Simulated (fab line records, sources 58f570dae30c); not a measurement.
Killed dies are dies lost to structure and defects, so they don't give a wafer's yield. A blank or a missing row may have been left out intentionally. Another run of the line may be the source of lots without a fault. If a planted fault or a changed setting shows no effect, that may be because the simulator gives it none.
What tool caused it?	flow berkeley-cmos170	at 1 step of a route of 331, 6 lots with 18 wafers sampled

== WHAT THE GAUGES READ, wafer by wafer ==
UCB170_CONTACT_OVL_MEAS_16.
lot	measured	on	CONTACT_OVL (nm)
L667	day 7 18:07	overlay-02	-2 -4 -4
L674	day 8 18:58	overlay-01	3 2 -4
L673	day 8 22:35	overlay-01	1 5 6
L679	day 10 11:22	overlay-02	-9 -3 3
L687	day 11 05:52	overlay-02	1 6 5
L688	day 11 14:22	overlay-01	-2 -8 -5

== WHAT TOOL EACH LOT RAN ON (gives the tool, then ch and the chambers of the sampled wafers, and finally the start) ==
Before these readings, the record contains no process step.

== THE ANSWER, worked out from the rows above alone ==
Rule: the usual values come from the lots themselves. The widest of any qualifying gaps counts: lots, ordered by their means at a reading, are off when they make up no more than a third of the lots, leave a main group of 4 or more, and stand apart from it by 3 or more times the standard deviation of that group's means. A main group whose means are all the same, to the digits that the tables above print for the reading, isn't used. A lot without any number at a reading at which 4 lots or more have one is off too. All remaining lots with rows at the step are treated as sound.
Nothing can be told from this: no lot is off at any reading shown.

== WHAT WAS PUT IN BY THE SIMULATOR ==
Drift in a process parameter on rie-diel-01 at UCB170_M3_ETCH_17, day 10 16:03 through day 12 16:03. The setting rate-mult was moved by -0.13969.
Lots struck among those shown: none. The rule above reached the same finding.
